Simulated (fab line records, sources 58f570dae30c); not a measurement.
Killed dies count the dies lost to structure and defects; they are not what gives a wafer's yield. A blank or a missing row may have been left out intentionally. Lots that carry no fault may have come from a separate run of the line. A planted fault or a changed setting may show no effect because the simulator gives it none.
fab line records | flow berkeleyCmos170
[record] lots = 6 wafers = 18 lastDay = 12
route steps=331 shown M2@282 V2@292
lots that met no fault: taken from a fault-free run of the same line
startH: hours from the record's first day to the start of the lot's first wafer shown | waitH: hours from the lot's prior step to this one | " as in the row above | L1.1+2: several wafers, shown together as one row | - no value, or no start given | * or withheld: withheld | < > ~ a bound
route shown NAME@n: a module of which the file shows steps, and the number in the route of the first | usual: average and standard deviation across the fault-free wafers | same: alike in all rows | chamber/n: place in a boat | sites: the reading at each site | _std_site: the standard deviation of these | _edge_site: outer sites' mean less inner sites' | radiusMm: for every site, how far away it sits from the centre of the wafer | mask NAME#n: copy n | behind: the tool/chamber that last shaped the wafer | hold: the reason the lot was held/the length of the hold in hours/how it ended | device: the transistor (n, p or np) that didn't switch | end of line: the tests these same wafers got at the end of their route | for a step that has no rows: nothing shown but its recipe | killed: at the first sort, the dies lost to defects and structure; wafer yield is something else | map: shows each die of a wafer: x if killed, . if not, _ if none is there
set.NAME: the run value of the setting; set.NAME@STEP: its run value at that earlier step | model.NAME: the simulator's own value behind a step, which no gauge read
certain route steps with their lots: each step a table, each wafer a row
services: a tool's chamber out of use, with start hour (startH, from the record's first day; less than 0 if before it), hours out, and reason
[[steps]]
[step UCB170_M2_SOFTBAKE_11]
[recipe] resist = KrF tempC = 130 timeS = 60
[step UCB170_M2_EXPOSE_12]
[recipe] maskId = METAL2 targetCdNm = 700 na = 0.5 sigmaOuter = 0.6 sourceShape = conventional doseMj = 26
[step UCB170_M2_PEB_13]
[recipe] pebTempC = 130 pebTimeS = withheld resist = KrF
[step UCB170_M2_DEVELOP_14]
[recipe] developer = TMAH developTimeS = 46.6 resist = KrF devTempC = 21
[step UCB170_M2_CD_MEAS_15]
[recipe] targetCdNm = 700
[usual] cdNm = 699.8/1.5
// columns lot.wafer tool chamber startH waitH cdNm
L684.1 cdSem-01 - 175.18 - 698.3
L684.2 " - " " 700.3
L684.4 " - " " 700.2
L687.2 cdSem-01 - 201.94 - 699.8
L687.4 " - " " 697.5
L687.6 " - " " 697.8
L690.2 cdSem-02 - 202.04 - 699.0
L690.3 " - " " 698.6
L690.6 " - " " 699.1
L691.1 cdSem-01 - 226.81 - 699.0
L691.2 " - " " 698.6
L691.6 " - " " 699.8
L700.1 cdSem-02 - 269.46 - 700.5
L700.2 " - " " 701.1
L700.3 " - " " 701.6
L699.2 cdSem-01 - 269.80 - 701.3
L699.3 " - " " 700.3
L699.4 " - " " 700.6
[step UCB170_M2_OVL_MEAS_16]
[usual] M2_OVL = 0/5.7
// columns lot.wafer tool chamber startH waitH M2_OVL[nm]
L684.1 overlay-01 - 175.30 0.1 -4
L684.2 " - " " -5
L684.4 " - " " -7
L687.2 overlay-01 - 202.05 0.1 0
L687.4 " - " " 0
L687.6 " - " " -8
L690.2 overlay-02 - 202.14 0.1 7
L690.3 " - " " 6
L690.6 " - " " 4
L691.1 overlay-01 - 226.93 0.1 4
L691.2 " - " " 8
L691.6 " - " " -2
L700.1 overlay-02 - 269.58 0.1 -1
L700.2 " - " " 3
L700.3 " - " " -10
L699.2 overlay-01 - 269.91 0.1 3
L699.3 " - " " 5
L699.4 " - " " 1
[step UCB170_M2_ETCH_17]
[recipe] chemistry = N2/H2 targetDepthA = withheld overetchA = withheld target = BARC timeS = withheld sourceW = 500 biasW = 100 pressureMtorr = 30 n2FlowSccm = 100 h2FlowSccm = 200
[usual] drypumpMotorCurrentA = 5.8/0.41 h2FlowSccm = 200.1/0.61 n2FlowSccm = 100.0/0.32 oesProductAu = 1.005/0.015 throttleValvePct = 13.37/0.16
// columns lot.wafer tool chamber startH waitH drypumpMotorCurrentA h2FlowSccm n2FlowSccm oesProductAu throttleValvePct
L684.1 rieDiel-02 1 175.34 0.0 5.1 200.0 99.7 1.011 13.28
L684.2 " 0 " " 6.1 199.1 100.1 1.029 13.16
L684.4 " 2 " " 5.9 199.9 99.9 0.994 13.65
L687.2 rieDiel-04 2 202.08 0.0 5.3 199.8 99.8 1.006 13.50
L687.4 " 1 " " 6.1 199.2 99.9 0.988 13.39
L687.6 " 0 " " 5.8 200.0 99.8 1.022 13.10
L690.2 rieDiel-03 3 202.17 0.0 5.5 200.3 100.3 0.998 13.51
L690.3 " 1 " " 6.1 200.4 100.0 1.013 13.27
L690.6 " 2 " " 6.3 198.9 99.6 0.979 13.52
L691.1 rieDiel-02 1 226.97 0.0 5.1 200.1 100.1 1.006 13.29
L691.2 " 0 " " 6.1 199.8 100.1 1.031 13.18
L691.6 " 2 " " 5.8 200.2 100.4 0.994 13.65
L700.1 rieDiel-03 1 269.62 0.0 6.1 199.5 100.7 1.022 13.27
L700.2 " 3 " " 5.5 201.3 100.3 1.002 13.51
L700.3 " 2 " " 6.4 199.6 100.2 0.984 13.51
L699.2 rieDiel-04 0 269.94 0.0 5.9 200.1 100.0 1.033 13.14
L699.3 " 2 " " 5.2 199.5 99.7 1.004 13.51
L699.4 " 3 " " 5.5 200.9 99.9 0.995 13.24
[step UCB170_M2_METAL_ETCH_18]
[recipe] chemistry = Cl2/BCl3 target = Al stopOn = SiO2 pressureMtorr = 12 targetDepthA = 11700 overEtchFrac = 0.3 timeS = 195 icpW = 600 biasW = 120 Cl2_flow_sccm = 90 bcl3FlowSccm = 45
[usual] drypumpMotorCurrentA = 5.7/0.41 oesProductAu = 0.856/0.01 throttleValvePct = 24.38/0.15
// columns lot.wafer tool chamber startH waitH drypumpMotorCurrentA oesProductAu rfHoursCounterH throttleValvePct
L684.1 rieMetal-01 0 175.38 - 6.5 0.857 4.7 24.67
L684.2 " 1 " " 5.5 0.858 7.9 24.52
L684.4 " 0 " " 6.5 0.854 - 24.66
L687.2 rieMetal-04 0 202.12 - 5.4 0.854 7.2 24.19
L687.4 " 0 " " 5.4 0.854 - 24.22
L687.6 " 1 " " 5.6 0.845 - 24.39
L690.2 rieMetal-02 0 202.22 - 6.3 0.844 3.3 24.28
L690.3 " 0 " " 6.3 0.847 - 24.27
L690.6 " 0 " " 6.3 0.845 - 24.29
L691.1 rieMetal-04 1 227.01 - 5.6 0.857 4.1 24.40
L691.2 " 0 " " 5.4 0.856 8.0 24.20
L691.6 " 0 " " 5.4 0.860 - 24.20
L700.1 rieMetal-04 0 269.66 - 5.4 0.854 9.0 24.19
L700.2 " 1 " " 5.6 0.845 5.1 24.38
L700.3 " 0 " " 5.5 0.845 - 24.19
L699.2 rieMetal-01 1 269.98 - 5.5 0.866 10.0 24.52
L699.3 " 0 " " 6.5 0.864 - 24.67
L699.4 " 1 " " 5.5 0.864 - 24.53
[step UCB170_M2_STRIP_19]
[recipe] chemistry = O2 powerW = 400 pressureMtorr = 3500 platenTempC = withheld o2FlowSccm = 400 overashFraction = 0.5
[usual] drypumpMotorCurrentA = 5.9/0.62 oesProductAu = 0.540/0.014
// columns lot.wafer tool chamber startH waitH drypumpMotorCurrentA oesProductAu rfHoursCounterH
L684.1 plasmaAsher-04 0 175.57 0.1 5.1 0.529 43
L684.2 " 1 " " 5.5 0.538 43
L684.4 " 1 " " 5.5 0.524 -
L687.2 plasmaAsher-04 0 202.31 0.1 5.1 0.551 46
L687.4 " 1 " " 5.5 0.554 -
L687.6 " 0 " " 5.1 0.530 -
L690.2 plasmaAsher-01 1 202.40 0.1 5.8 0.538 45
L690.3 " 0 " " 5.0 0.531 -
L690.6 " 0 " " 5.0 0.535 -
L691.1 plasmaAsher-02 0 227.20 0.1 6.5 0.534 56
L691.2 " 1 " " 6.6 0.565 56
L691.6 " 0 " " 6.5 0.559 -
L700.1 plasmaAsher-01 0 269.85 0.1 5.0 0.558 52
L700.2 " 1 " " 5.7 0.529 52
L700.3 " 1 " " 5.8 0.555 -
L699.2 plasmaAsher-01 0 270.17 0.1 5.0 0.527 52
L699.3 " 0 " " 5.0 0.529 -
L699.4 " 1 " " 5.8 0.533 -
[step UCB170_M2_CD_MEAS_90]
[recipe] targetCdNm = 700
[usual] cdNm = 700.7/2.7
// columns lot.wafer tool chamber startH waitH cdNm
L684.1 cdSem-01 - 175.67 0.1 698.4
L684.2 " - " " 697.9
L684.4 " - " " 698.7
L687.2 cdSem-02 - 202.43 0.1 702.9
L687.4 " - " " 699.6
L687.6 " - " " 701.8
L690.2 cdSem-01 - 202.52 0.1 700.2
L690.3 " - " " 700.3
L690.6 " - " " 696.8
L691.1 cdSem-01 - 227.30 0.1 699.4
L691.2 " - " " 699.7
L691.6 " - " " 702.8
L700.1 cdSem-01 - 269.95 0.1 702.1
L700.2 " - " " 701.7
L700.3 " - " " 701.6
L699.2 cdSem-02 - 270.32 0.1 702.3
L699.3 " - " " 703.6
L699.4 " - " " 699.7
[step UCB170_V2_CVD_00]
[recipe] material = SiO2 targetThkNm = 2000 tempC = 390 precursor = TEOS/O2 timeS = 250 rfW = 550 pressureMtorr = 9000
[usual] heaterPowerW = 267/45 pressureMtorr = 9000/19 susceptorTempC = 390.01/0.21
// columns lot.wafer tool chamber startH waitH heaterPowerW pressureMtorr sinceWetCleanH susceptorTempC
L684.1 pecvd-04 1 175.79 0.1 319 9017 254 389.98
L684.2 " 2 " " 355 9003 254 390.17
L684.4 " 2 " " 255 8993 - 389.77
L687.2 pecvd-03 2 202.53 0.1 246 9004 388 390.07
L687.4 " 2 " " 175 8963 - 390.24
L687.6 " 1 " " 200 8996 - 390.22
L690.2 pecvd-01 0 202.62 0.1 246 8994 174 390.24
L690.3 " 2 " " 321 9022 174 389.71
L690.6 " 1 " " 306 9006 - 389.80
L691.1 pecvd-01 0 227.42 0.1 283 9000 199 389.98
L691.2 " 2 " " 309 9017 199 389.85
L691.6 " 0 " " 199 8994 - 390.33
L700.1 pecvd-04 2 270.07 0.1 325 8986 349 389.80
L700.2 " 0 " " 238 8961 349 389.72
L700.3 " 1 " " 321 8961 349 389.97
L699.2 pecvd-03 0 270.42 0.1 291 8984 14 390.27
L699.3 " 1 " " 281 9006 14 390.03
L699.4 " 1 " " 202 9021 - 390.02
[step UCB170_V2_THK_MEAS_01]
[recipe] reads = SiO2_of_V2_CVD_00
[usual] V2_TEOS_THK = 1997/22
// columns lot.wafer tool chamber startH waitH V2_TEOS_THK[nm]
L684.1 filmMetro-01 - 175.94 0.1 1993
L684.2 " - " " 1978
L684.4 " - " " 2009
L687.2 filmMetro-02 - 202.69 0.1 1988
L687.4 " - " " 1995
L687.6 " - " " 2017
L690.2 filmMetro-04 - 202.79 0.1 1967
L690.3 " - " " 1991
L690.6 " - " " 1998
L691.1 filmMetro-04 - 227.57 0.1 1993
L691.2 " - " " 1991
L691.6 " - " " 2001
L700.1 filmMetro-01 - 270.22 0.1 1976
L700.2 " - " " 1982
L700.3 " - " " 1976
L699.2 filmMetro-01 - 270.59 0.1 1974
L699.3 " - " " 1990
L699.4 " - " " 2039
[step UCB170_V2_CMP_02]
[recipe] material = SiO2 downForcePsi = 6 platenRpm = 60 padVelocityMS = 0.75398
[usual] edgeZonePressureFrac = 1.001/0.0057 headPressurePsi = 6.000/0.012 motorCurrentA = 15.8/1.5
// columns lot.wafer tool chamber startH waitH edgeZonePressureFrac headPressurePsi motorCurrentA model.SiO2_of_V2_CVD_00.thkNm
L684.4 cmp-01 2 176.00 0.0 1.000 5.994 17.7 998.4
L684.1 " 3 " " 1.006 5.970 18.1 998.3
L684.2 " 0 " " 1.001 5.982 17.0 1000
L687.2 cmp-01 1 202.74 0.0 - - - 1989
L687.4 " 0 " " - - - 1994
L687.6 " 2 " " - - - 2016
L690.2 cmp-02 0 202.84 0.0 - - - 1966
L690.3 " 3 " " - - - 1991
L690.6 " 0 " " - - - 1999
L691.1 cmp-01 3 227.92 0.3 1.005 6.001 18.0 998.7
L691.2 " 0 " " 0.998 5.985 16.2 999.3
L691.6 " 1 " " 0.987 6.005 15.3 1000
L700.2 cmp-02 1 270.33 0.1 0.997 6.007 13.9 1001
L700.1 " 2 " " 1.006 6.008 14.4 1001
L700.3 " 3 " " 0.998 6.008 15.4 1001
L699.3 cmp-02 1 270.64 0.0 1.011 6.001 14.9 1002
L699.4 " 2 " " 1.001 6.020 15.0 1000
L699.2 " 0 " " 0.993 6.013 16.4 1002
[step UCB170_V2_BOW_MEAS_03]
[recipe] mode = bow
[usual] V2_BOW = 37/7.1
// columns lot.wafer tool chamber startH waitH V2_BOW[um]
L684.1 filmMetro-02 - 176.30 0.2 42
L684.2 " - " " 46
L684.4 " - " " 28
L687.2 filmMetro-04 - 203.06 0.3 58
L687.4 " - " " 64
L687.6 " - " " 70
L690.2 filmMetro-02 - 203.16 0.3 49
L690.3 " - " " 68
L690.6 " - " " 64
L691.1 filmMetro-04 - 228.12 0.1 34
L691.2 " - " " 28
L691.6 " - " " 38
L700.1 filmMetro-04 - 270.58 0.1 43
L700.2 " - " " 48
L700.3 " - " " 32
L699.2 filmMetro-04 - 270.96 0.1 29
L699.3 " - " " 31
L699.4 " - " " 35
[step UCB170_V2_THK_MEAS_04]
[recipe] reads = SiO2_of_V2_CVD_00
[usual] V2_POLISHED_THK = 1000.3/1.2
// columns lot.wafer tool chamber startH waitH V2_POLISHED_THK[nm]
L684.1 filmMetro-02 - 176.42 0.1 998.8
L684.2 " - " " 1000.0
L684.4 " - " " 998.7
L687.2 filmMetro-04 - 203.17 0.1 1990.5
L687.4 " - " " 1993.1
L687.6 " - " " 2017.4
L690.2 filmMetro-02 - 203.27 0.1 1967.8
L690.3 " - " " 1991.1
L690.6 " - " " 1998.4
L691.1 filmMetro-04 - 228.24 0.1 998.5
L691.2 " - " " 999.4
L691.6 " - " " 1000.8
L700.1 filmMetro-04 - 270.70 0.1 1001.1
L700.2 " - " " 1001.0
L700.3 " - " " 1001.0
L699.2 filmMetro-04 - 271.07 0.1 1002.3
L699.3 " - " " 1002.3
L699.4 " - " " 999.8
[step UCB170_V2_CLEAN_05]
[recipe] chemistry = DIW
[step UCB170_V2_HMDS_06]
[recipe] primeTimeS = 60 primeTempC = 100
[step UCB170_V2_COAT_07]
[recipe] resist = KrF spinRpm = 1500 resistThkNm = 900
[step UCB170_V2_SOFTBAKE_08]
[recipe] resist = KrF tempC = 130 timeS = 60
[step UCB170_V2_EXPOSE_09]
[recipe] maskId = VIA2 targetCdNm = 700 na = 0.5 sigmaOuter = 0.6 sourceShape = conventional doseMj = 36.28
[step UCB170_V2_PEB_10]
[recipe] pebTempC = 130 pebTimeS = withheld resist = KrF
[step UCB170_V2_DEVELOP_11]
[recipe] developer = TMAH developTimeS = 45 resist = KrF devTempC = 21
[step UCB170_V2_CD_MEAS_12]
[recipe] targetCdNm = 700
[usual] cdNm = 700.1/1.4
// columns lot.wafer tool chamber startH waitH cdNm
L684.1 cdSem-02 - 177.80 - 700.2
L684.2 " - " " 701.4
L684.4 " - " " 701.7
L687.2 cdSem-02 - 204.32 - 701.3
L687.4 " - " " 700.8
L687.6 " - " " 700.3
L690.2 cdSem-01 - 204.56 - 700.5
L690.3 " - " " 701.2
L690.6 " - " " 699.6
L691.1 cdSem-02 - 229.60 - 699.5
L691.2 " - " " 697.5
L691.6 " - " " 697.7
L700.1 cdSem-01 - 271.90 - 699.9
L700.2 " - " " 699.4
L700.3 " - " " 699.5
L699.2 cdSem-02 - 272.93 - 700.7
L699.3 " - " " 700.3
L699.4 " - " " 701.4
[step UCB170_V2_OVL_MEAS_13]
[usual] V2_OVL = 0/4.9
// columns lot.wafer tool chamber startH waitH V2_OVL[nm]
L684.1 overlay-02 - 177.92 0.1 -4
L684.2 " - " " 5
L684.4 " - " " -6
L687.2 overlay-01 - 204.42 0.1 -4
L687.4 " - " " -3
L687.6 " - " " 2
L690.2 overlay-02 - 204.67 0.1 -8
L690.3 " - " " -7
L690.6 " - " " -4
L691.1 overlay-02 - 229.72 0.1 1
L691.2 " - " " 3
L691.6 " - " " 1
L700.1 overlay-02 - 272.02 0.1 -1
L700.2 " - " " -3
L700.3 " - " " -3
L699.2 overlay-02 - 273.04 0.1 -6
L699.3 " - " " -11
L699.4 " - " " -7
[step UCB170_V2_ETCH_14]
[recipe] chemistry = CHF3/CF4/Ar target = SiO2 stopOn = Al CHF3_flow_sccm = 45 cf4FlowSccm = 15 Ar_flow_sccm = 150 pressureMtorr = 200 rfW = 700 targetDepthA = 12500 overEtchFrac = 0.25 timeS = 291
[usual] drypumpMotorCurrentA = 5.8/0.42 oesProductAu = 0.879/0.013 throttleValvePct = 6.99/0.12
// columns lot.wafer tool chamber startH waitH drypumpMotorCurrentA oesProductAu rfHoursCounterH throttleValvePct model.etch.depthNm model.V2.featureDepthNm
L684.1 rieDiel-01 1 177.95 0.0 5.0 0.885 85 7.08 998.3 998.3
L684.2 " 2 " " 6.4 0.870 66 7.16 1000 1000
L684.4 " 3 " " 6.0 0.869 25 6.85 998.4 998.5
L687.2 rieDiel-01 1 204.45 0.0 5.0 1.633 86 7.13 1245 1245
L687.4 " 2 " " 6.4 1.625 67 7.20 1241 1241
L687.6 " 3 " " 6.0 1.598 - 6.91 1247 1247
L690.2 rieDiel-04 0 204.70 0.0 5.8 1.677 0 6.87 1263 1263
L690.3 " 3 " " 5.5 1.628 8 6.90 1277 1277
L690.6 " 2 " " 5.3 1.643 - 7.17 1266 1266
L691.1 rieDiel-01 1 229.75 0.0 5.1 0.876 87 7.09 998.7 998.8
L691.2 " 0 " " 5.9 0.909 68 6.97 999.3 999.5
L691.6 " 1 " " 5.1 0.875 - 7.10 1000 1000
L700.1 rieDiel-02 2 272.06 0.0 5.8 0.882 53 7.13 1001 1001
L700.2 " 0 " " 6.1 0.878 30 6.91 1001 1002
L700.3 " 1 " " 5.1 0.879 105 6.95 1001 1001
L699.2 rieDiel-04 3 273.07 0.0 5.5 0.866 11 6.83 1002 1002
L699.3 " 1 " " 6.1 0.865 55 7.00 1002 1002
L699.4 " 0 " " 5.8 0.890 3 6.83 1000 1000
[step UCB170_V2_STRIP_15]
[recipe] chemistry = O2 powerW = 400 pressureMtorr = 3500 platenTempC = withheld o2FlowSccm = 400 overashFraction = 0.5
[usual] drypumpMotorCurrentA = 5.8/0.52 oesProductAu = 0.722/0.0044 stripTimeToEndpointS = 15.29/0.08
// columns lot.wafer tool chamber startH waitH drypumpMotorCurrentA oesProductAu rfHoursCounterH stripTimeToEndpointS
L684.1 plasmaAsher-04 1 178.13 0.1 5.5 0.730 43 15.40
L684.2 " 0 " " 5.1 0.719 43 15.38
L684.4 " 0 " " 5.1 0.720 - 15.36
L687.2 plasmaAsher-04 0 204.63 0.1 5.1 0.717 46 15.42
L687.4 " 0 " " 5.1 0.723 - 15.27
L687.6 " 1 " " 5.5 0.729 - 15.37
L690.2 plasmaAsher-03 1 204.87 0.1 5.4 0.723 10 15.17
L690.3 " 1 " " 5.4 0.726 - 15.08
L690.6 " 0 " " 5.9 0.719 - 15.18
L691.1 plasmaAsher-02 1 229.93 0.1 6.6 0.719 56 15.39
L691.2 " 0 " " 6.5 0.719 56 15.31
L691.6 " 1 " " 6.6 0.720 - 15.46
L700.1 plasmaAsher-02 1 272.24 0.1 6.5 0.717 61 15.44
L700.2 " 0 " " 6.4 0.714 61 15.18
L700.3 " 1 " " 6.6 0.716 - 15.25
L699.2 plasmaAsher-02 0 273.25 0.1 6.5 0.722 62 15.29
L699.3 " 0 " " 6.5 0.724 - 15.32
L699.4 " 1 " " 6.6 0.722 - 15.33
[[services]]
// columns tool chamber startH hours kind
cmp-02 - 157.71 0.5 repair
cmp-01 - 162.18 0.2 repair
rieDiel-02 0 163.29 4.0 repair
pecvd-01 1 164.60 3.4 repair
rieDiel-01 1 171.87 4.1 repair
pecvd-01 2 177.76 3.6 repair
pecvd-03 1 186.71 10.4 repair
pecvd-01 1 188.65 6.3 repair
rieDiel-01 0 195.05 6.5 repair
rieDiel-02 3 197.94 9.5 repair
plasmaAsher-02 - 204.21 5.4 repair
plasmaAsher-01 - 209.15 2.3 repair
cmp-02 - 212.01 4.9 pm
plasmaAsher-04 - 214.87 0.4 repair
pecvd-03 2 221.80 15.8 repair
cmp-02 - 222.26 1.3 repair
cmp-02 - 226.24 12.6 pm
pecvd-01 - 233.17 0.8 repair
cmp-02 - 238.81 4.0 pm
pecvd-03 - 242.50 14.0 pm
rieMetal-04 1 257.99 11.5 repair
cmp-02 - 259.80 1.1 repair
rieDiel-04 2 266.99 1.8 repair
rieDiel-02 3 268.66 3.8 repair
[[key]]
[firstSign] step = UCB170_V2_CMP_02 reading = toolRecord direction = missing
[effect] step = UCB170_V2_BOW_MEAS_03 reading = V2_BOW direction = up sigmas = 3.5 usual = 37 struck = 62
[effect] step = UCB170_V2_THK_MEAS_04 reading = V2_POLISHED_THK direction = up sigmas = 99+ usual = 1000.3 struck = 1993.1
[effect] step = UCB170_V2_ETCH_14 reading = oesProductAu direction = up sigmas = 57 usual = 0.879 struck = 1.634
[modelEffect] step = UCB170_V2_CMP_02 value = SiO2_of_V2_CVD_00.thkNm without = 1000 struck = 1993
[modelEffect] step = UCB170_V2_ETCH_14 value = etch.depthNm without = 1000 struck = 1257
metAt UCB170_V2_CMP_02
struckWafers L687.2,L687.4,L687.6,L690.2,L690.3,L690.6
laterRowsLeftOut L687.2,L687.4,L687.6,L690.2,L690.3,L690.6
sortLeftOut L687.2,L687.4,L687.6,L690.2,L690.3,L690.6
onsetBetween 176.00 202.74
[fault] kind = skippedStepWhole tool = cmp-01,cmp-02 chamber = - onsetH = 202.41 steps = UCB170_V2_CMP_02 scope = struckLotsOnly
// sortLeftOut: the simulated sort isn't trusted on such a fault, so these wafers' sort isn't shown, and their yield isn't known
// laterRowsLeftOut: the simulator's readings of these wafers behind a module that went badly wrong aren't trusted and aren't shown, but for the sort
